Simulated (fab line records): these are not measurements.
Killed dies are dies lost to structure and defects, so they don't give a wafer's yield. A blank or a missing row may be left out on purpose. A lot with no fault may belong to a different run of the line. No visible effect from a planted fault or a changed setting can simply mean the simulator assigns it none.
fab line records + flow berkeley_cmos170
[record]
- lots = 7
- wafers = 21
- last_day = 12
route steps=331 shown CONTACT@217
lots that met no fault: taken from a fault-free run of the same line
start_h: hours from the record's first day to the start of the lot's first wafer shown + wait_h: hours elapsed since this lot's preceding step + " unchanged from the row above + L1.1+2: a row that stands for several wafers + - either no value or no given start + * or withheld: withheld + < > ~ a bound
route shown NAME@n: NAME is a module with steps in the file, n the number in the route of the first one + usual: the fault-free wafers' mean and standard deviation + same: alike in all rows + chamber/n: place in a boat + sites: each site's reading + _std_site: the values' standard deviation + _edge_site: the outer-site mean with the inner-site mean subtracted + radius_mm: how far each site lies from the wafer's centre + mask NAME#n: copy n + behind: the tool/chamber that last shaped the wafer + hold: what put the lot on hold/how long, in hours/how the hold closed + device: the transistor (n, p or np) that didn't switch + end of line: the same wafers' tests at the end of the route + for a step that has no rows: nothing shown but its recipe + killed: count of dies lost to structure and defects at first sort (not the wafer's yield) + map: a wafer's dies, x killed, . not, _ none there
set.NAME: the setting the step ran with; set.NAME@STEP: the setting that earlier step ran with + model.NAME: the simulator's own value behind a step, which no gauge read
lots at selected steps of the route; one table per step, one row per wafer
services: a tool's chamber out of use, with start hour (start_h, from the record's first day; less than 0 if before it), hours out, and reason
[[steps]]
[step UCB170_CONTACT_CVD_01]
[recipe]
- material = PSG
- target_thk_nm = 700
- temp_c = 450
- precursor = SiH4/O2/PH3
- time_s = 2820
- pressure_mtorr = 300
- sih4_flow_sccm = 60
- o2_flow_sccm = 90
- ph3_flow_sccm = 25
[step UCB170_CONTACT_THK_MEAS_02]
[recipe]
- reads = PSG_of_CONTACT_CVD_01
[usual]
- CONTACT_PSG_THK = 701/8.1
| lot.wafer | tool          | chamber | start_h | wait_h | CONTACT_PSG_THK[nm] |
|-----------|---------------|---------|---------|--------|---------------------|
| L775.2    | film_metro-01 | -       | 161.00  | 0.0    | 708                 |
| L775.3    | "             | -       | "       | "      | 709                 |
| L775.6    | "             | -       | "       | "      | 710                 |
| L774.2    | film_metro-04 | -       | 161.49  | 0.0    | 694                 |
| L774.4    | "             | -       | "       | "      | 698                 |
| L774.5    | "             | -       | "       | "      | 699                 |
| L776.1    | film_metro-02 | -       | 169.06  | 0.0    | 702                 |
| L776.2    | "             | -       | "       | "      | 702                 |
| L776.4    | "             | -       | "       | "      | 701                 |
| L777.2    | film_metro-01 | -       | 169.07  | 0.0    | 683                 |
| L777.5    | "             | -       | "       | "      | 685                 |
| L777.6    | "             | -       | "       | "      | 681                 |
| L779.1    | film_metro-04 | -       | 190.58  | 0.0    | 710                 |
| L779.4    | "             | -       | "       | "      | 705                 |
| L779.6    | "             | -       | "       | "      | 707                 |
| L785.3    | film_metro-02 | -       | 216.50  | 0.0    | 687                 |
| L785.5    | "             | -       | "       | "      | 690                 |
| L785.6    | "             | -       | "       | "      | 689                 |
| L793.1    | film_metro-04 | -       | 252.72  | 0.0    | 708                 |
| L793.2    | "             | -       | "       | "      | 707                 |
| L793.4    | "             | -       | "       | "      | 704                 |
[step UCB170_CONTACT_HMDS_03]
[recipe]
- prime_time_s = 60
- prime_temp_c = 100
[step UCB170_CONTACT_COAT_04]
[recipe]
- resist = KrF
- spin_rpm = 1500
- resist_thk_nm = 900
[step UCB170_CONTACT_SOFTBAKE_05]
[recipe]
- resist = KrF
- temp_c = 130
- time_s = 60
[step UCB170_CONTACT_STRIP_06]
[recipe]
- chemistry = O2
- power_w = 400
- pressure_mtorr = 3500
- platen_temp_c = withheld
- o2_flow_sccm = 400
- overash_fraction = 0.5
[usual]
- drypump_motor_current_A = 5.74/0.16
- oes_product_au = 0.734/0.0048
- strip_time_to_endpoint_s = 21.99/0.054
| lot.wafer | tool            | chamber | start_h | wait_h | drypump_motor_current_A | oes_product_au | rf_hours_counter_h | strip_time_to_endpoint_s |
|-----------|-----------------|---------|---------|--------|-------------------------|----------------|--------------------|--------------------------|
| L775.2    | plasma_asher-04 | 0       | 161.64  | 0.1    | 5.77                    | 0.738          | 46                 | 21.96                    |
| L775.3    | "               | 0       | "       | "      | 5.78                    | 0.734          | -                  | 21.95                    |
| L775.6    | "               | 1       | "       | "      | 5.93                    | 0.738          | -                  | 21.98                    |
| L774.2    | plasma_asher-04 | 1       | 161.99  | 0.1    | 5.91                    | 0.734          | 46                 | 21.94                    |
| L774.4    | "               | 1       | "       | "      | 5.92                    | 0.731          | -                  | 21.95                    |
| L774.5    | "               | 1       | "       | "      | 5.90                    | 0.733          | -                  | 21.98                    |
| L776.1    | plasma_asher-04 | 0       | 169.75  | 0.1    | 5.74                    | 0.737          | 47                 | 22.11                    |
| L776.2    | "               | 1       | "       | "      | 5.94                    | 0.734          | 47                 | 22.05                    |
| L776.4    | "               | 0       | "       | "      | 5.82                    | 0.746          | -                  | 22.03                    |
| L777.2    | plasma_asher-03 | 1       | 169.80  | 0.1    | 5.46                    | 0.721          | 38                 | 21.92                    |
| L777.5    | "               | 1       | "       | "      | 5.47                    | 0.727          | -                  | 21.97                    |
| L777.6    | "               | 0       | "       | "      | 5.85                    | 0.736          | -                  | 21.91                    |
| L779.1    | plasma_asher-03 | 1       | 191.19  | 0.1    | 5.47                    | 0.731          | 41                 | 21.99                    |
| L779.4    | "               | 0       | "       | "      | 5.82                    | 0.733          | -                  | 21.98                    |
| L779.6    | "               | 0       | "       | "      | 5.83                    | 0.734          | -                  | 21.95                    |
| L785.3    | plasma_asher-04 | 0       | 217.02  | 0.1    | 5.74                    | 0.728          | -                  | 22.00                    |
| L785.5    | "               | 1       | "       | "      | 5.93                    | 0.729          | -                  | 21.95                    |
| L785.6    | "               | 0       | "       | "      | 5.79                    | 0.736          | -                  | 21.93                    |
| L793.1    | plasma_asher-03 | 1       | 253.23  | 0.1    | 5.47                    | 0.741          | 47                 | 22.03                    |
| L793.2    | "               | 0       | "       | "      | 5.82                    | 0.738          | 47                 | 22.01                    |
| L793.4    | "               | 0       | "       | "      | 5.83                    | 0.729          | -                  | 22.08                    |
[step UCB170_CONTACT_CLEAN_07]
[recipe]
- chemistry = SPM
- temp_c = 120
- time_s = 600
[step UCB170_CONTACT_RTA_08]
[recipe]
- temp_c = 900
- time_s = 10
- ambient = N2
[usual]
- lamp_power_pct = 23.8/1.1
- wafer_temp_C_max = 904.0/0.97
[same]
- time_s = 10
| lot.wafer | tool          | chamber | start_h | wait_h | lamp_power_pct | wafer_temp_C_max |
|-----------|---------------|---------|---------|--------|----------------|------------------|
| L775.2    | rtp_anneal-02 | 0       | 161.92  | 0.0    | 24.7           | 902.7            |
| L775.3    | "             | 0       | "       | "      | 24.7           | 903.5            |
| L775.6    | "             | 0       | "       | "      | 24.8           | 903.7            |
| L774.2    | rtp_anneal-01 | 0       | 162.27  | 0.0    | 22.6           | 906.9            |
| L774.4    | "             | 0       | "       | "      | 22.6           | 905.1            |
| L774.5    | "             | 0       | "       | "      | 22.6           | 903.9            |
| L776.1    | rtp_anneal-02 | 0       | 170.05  | 0.0    | 24.8           | 902.7            |
| L776.2    | "             | 0       | "       | "      | 24.8           | 903.2            |
| L776.4    | "             | 0       | "       | "      | 24.8           | 903.8            |
| L777.2    | rtp_anneal-01 | 0       | 170.09  | 0.0    | 22.6           | 906.2            |
| L777.5    | "             | 0       | "       | "      | 22.6           | 905.2            |
| L777.6    | "             | 0       | "       | "      | 22.6           | 906.0            |
| L779.1    | rtp_anneal-01 | 0       | 191.54  | 0.0    | 22.5           | 905.5            |
| L779.4    | "             | 0       | "       | "      | 22.6           | 904.6            |
| L779.6    | "             | 0       | "       | "      | 22.6           | 904.2            |
| L785.3    | rtp_anneal-01 | 0       | 217.40  | 0.0    | 22.6           | 904.5            |
| L785.5    | "             | 0       | "       | "      | 22.6           | 904.9            |
| L785.6    | "             | 0       | "       | "      | 22.6           | 903.8            |
| L793.1    | rtp_anneal-02 | 0       | 253.51  | 0.0    | 24.8           | 903.4            |
| L793.2    | "             | 0       | "       | "      | 24.7           | 903.5            |
| L793.4    | "             | 0       | "       | "      | 24.8           | 902.7            |
[step UCB170_CONTACT_COAT_09]
[recipe]
- resist = BARC
- temp_c = withheld
- time_s = withheld
- spin_rpm = 3000
- resist_thk_nm = withheld
[step UCB170_CONTACT_COAT_10]
[recipe]
- resist = KrF
- spin_rpm = 1500
- resist_thk_nm = 900
[step UCB170_CONTACT_SOFTBAKE_11]
[recipe]
- resist = KrF
- temp_c = 130
- time_s = 60
[step UCB170_CONTACT_EXPOSE_12]
[recipe]
- mask_id = CONT
- target_cd_nm = 700
- na = 0.5
- sigma_outer = 0.6
- source_shape = conventional
- dose_mj = 35
[step UCB170_CONTACT_PEB_13]
[recipe]
- peb_temp_c = 130
- peb_time_s = withheld
- resist = KrF
[usual]
- chill_plate_temp_C = 23.02/0.11
- exhaust_pa = 45.2/0.84
| lot.wafer | tool           | chamber | start_h | wait_h | chill_plate_temp_C | exhaust_pa |
|-----------|----------------|---------|---------|--------|--------------------|------------|
| L775.2    | litho_track-01 | 0       | 163.79  | 0.9    | 23.12              | 45.3       |
| L775.3    | "              | 0       | "       | "      | 23.04              | 46.7       |
| L775.6    | "              | 0       | "       | "      | 23.11              | 45.5       |
| L774.2    | litho_track-04 | -       | 164.37  | 0.6    | -                  | -          |
| L774.4    | "              | -       | "       | "      | -                  | -          |
| L774.5    | "              | -       | "       | "      | -                  | -          |
| L776.1    | litho_track-03 | -       | 170.69  | 0.1    | -                  | -          |
| L776.2    | "              | -       | "       | "      | -                  | -          |
| L776.4    | "              | -       | "       | "      | -                  | -          |
| L777.2    | litho_track-03 | -       | 170.99  | 0.1    | -                  | -          |
| L777.5    | "              | -       | "       | "      | -                  | -          |
| L777.6    | "              | -       | "       | "      | -                  | -          |
| L779.1    | litho_track-03 | 0       | 192.46  | 0.2    | 23.03              | 45.0       |
| L779.4    | "              | 0       | "       | "      | 23.08              | 44.1       |
| L779.6    | "              | 0       | "       | "      | 22.83              | 45.1       |
| L785.3    | litho_track-03 | 0       | 218.27  | 0.3    | 23.07              | 45.8       |
| L785.5    | "              | 0       | "       | "      | 22.89              | 44.0       |
| L785.6    | "              | 0       | "       | "      | 22.96              | 46.5       |
| L793.1    | litho_track-03 | 0       | 254.41  | 0.1    | 23.11              | 44.9       |
| L793.2    | "              | 0       | "       | "      | 22.95              | 45.3       |
| L793.4    | "              | 0       | "       | "      | 22.94              | 45.3       |
[step UCB170_CONTACT_DEVELOP_14]
[recipe]
- developer = TMAH
- develop_time_s = 45
- resist = KrF
- dev_temp_c = 21
[[services]]
| tool            | chamber | start_h | hours | kind   |
|-----------------|---------|---------|-------|--------|
| plasma_asher-03 | -       | 159.30  | 5.2   | repair |
| rtp_anneal-01   | -       | 207.46  | 3.7   | pm     |
| rtp_anneal-02   | -       | 223.18  | 2.6   | pm     |
[[key]]
[first_sign]
- step = UCB170_CONTACT_PEB_13
- reading = tool_record
- direction = missing
effect none on later readings
met_at UCB170_CONTACT_PEB_13
struck_wafers L774.2,L774.4,L774.5,L776.1,L776.2,L776.4,L777.2,L777.5,L777.6
later_rows_left_out L774.2,L774.4,L774.5,L776.1,L776.2,L776.4,L777.2,L777.5,L777.6
sort_left_out L774.2,L774.4,L774.5,L776.1,L776.2,L776.4,L777.2,L777.5,L777.6
tester_left_out L774,L776,L777
[fault]
- kind = skipped_step_whole
- tool = litho_track-03,litho_track-04
- chamber = -
- onset_h = 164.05
- steps = UCB170_CONTACT_PEB_13
- scope = struck_lots_only
// tester_left_out: of these lots the tester's yield and bins aren't shown, on N5 and GAA mostly nor the transistor test; their killed dies are dies lost to structure and defects alone, not to doping, threshold or leakage, so they don't give the yield
// sort_left_out: the simulated sort isn't trusted on such a fault, so these wafers' sort isn't shown, and their yield isn't known
// later_rows_left_out: the simulator's readings of these wafers behind a module that went badly wrong aren't trusted and aren't shown, but for the sort
